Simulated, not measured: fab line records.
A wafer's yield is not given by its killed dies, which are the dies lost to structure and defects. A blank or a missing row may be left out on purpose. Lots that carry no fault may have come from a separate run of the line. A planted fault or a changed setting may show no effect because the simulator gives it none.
Which tool was responsible?	flow berkeley cmos170	21 wafers from 7 lots sampled at 3 of the route's 331 steps

== WHAT EACH GAUGE READ, for each wafer ==
UCB170_GATE_THK_MEAS_05.
lot	measured	on	GATE_POLY_THK (nm)
L790	day 7 08:29	film metro-04	218.4 219.9 220.3
L791	day 7 08:27	film metro-02	220.0 220.9 221.1
L794	day 7 15:22	film metro-04	221.8 221.1 221.3
L796	day 8 01:38	film metro-04	226.1 224.6 225.2
L797	day 8 01:37	film metro-02	226.7 225.1 227.1
L800	day 9 02:59	film metro-03	269.5 270.4 268.9
L803	day 10 05:21	film metro-02	223.4 223.7 224.1

== WHICH TOOL RAN EACH LOT (tool, then ch and the chambers of the sampled wafers, then the start) ==
lot	UCB170_PFIELD_STRIP_08	UCB170_GATE_CVD_04
L790	plasma asher-04 ch 0,1, day 5 01:17	lpcvd-02 ch 0, day 7 07:03
L791	plasma asher-04 ch 0,1, day 5 01:41	lpcvd-02 ch 0, day 7 07:03
L794	plasma asher-04 ch 0,1, day 5 21:26	lpcvd-02 ch 0, day 7 13:56
L796	plasma asher-01 ch 0,1, day 6 15:38	lpcvd-01 ch 0, day 8 00:11
L797	plasma asher-04 ch 0,1, day 6 16:47	lpcvd-01 ch 0, day 8 00:11
L800	plasma asher-01 ch 0,1, day 7 10:14	lpcvd-01 ch 1, day 9 01:35
L803	plasma asher-02 ch 0,1, day 8 00:56	lpcvd-02 ch 1, day 10 03:56
- UCB170_PFIELD_STRIP_08: strips in O2.
- UCB170_GATE_CVD_04: deposits poly-Si from SiH4, time 1501 s, target thk 214 nm.

== THE ANSWER, worked out from the rows above alone ==
Rule: the lots themselves supply what counts as usual. Put in order of their means at a reading, lots are off if they are a third of the lots or fewer, leave a main group of 4 or more, and stand apart from it by a gap of 3 or more times the standard deviation of the main group's means; of several such gaps the widest counts. Not used: any main group whose means are identical at the precision the tables above print for the reading. Also off: a lot with no number at a reading for which 4 or more lots have one. The other lots that the step has rows for count as sound.
Off: at UCB170_GATE_THK_MEAS_05 (GATE_POLY_THK), L800. The main group: mean 222.8 nm, standard deviation 2.5.
A tool fits if, at a process step before that reading, it ran every lot that is off, and no sound lot after the first of them. Gauges at UCB170_GATE_THK_MEAS_05: tried the same way as those tools. Can't be told from this: 3 tools fit, plasma asher-01 at UCB170_PFIELD_STRIP_08, lpcvd-01 at UCB170_GATE_CVD_04, film metro-03 at UCB170_GATE_THK_MEAS_05.

== WHAT THE SIMULATOR HAD INSERTED ==
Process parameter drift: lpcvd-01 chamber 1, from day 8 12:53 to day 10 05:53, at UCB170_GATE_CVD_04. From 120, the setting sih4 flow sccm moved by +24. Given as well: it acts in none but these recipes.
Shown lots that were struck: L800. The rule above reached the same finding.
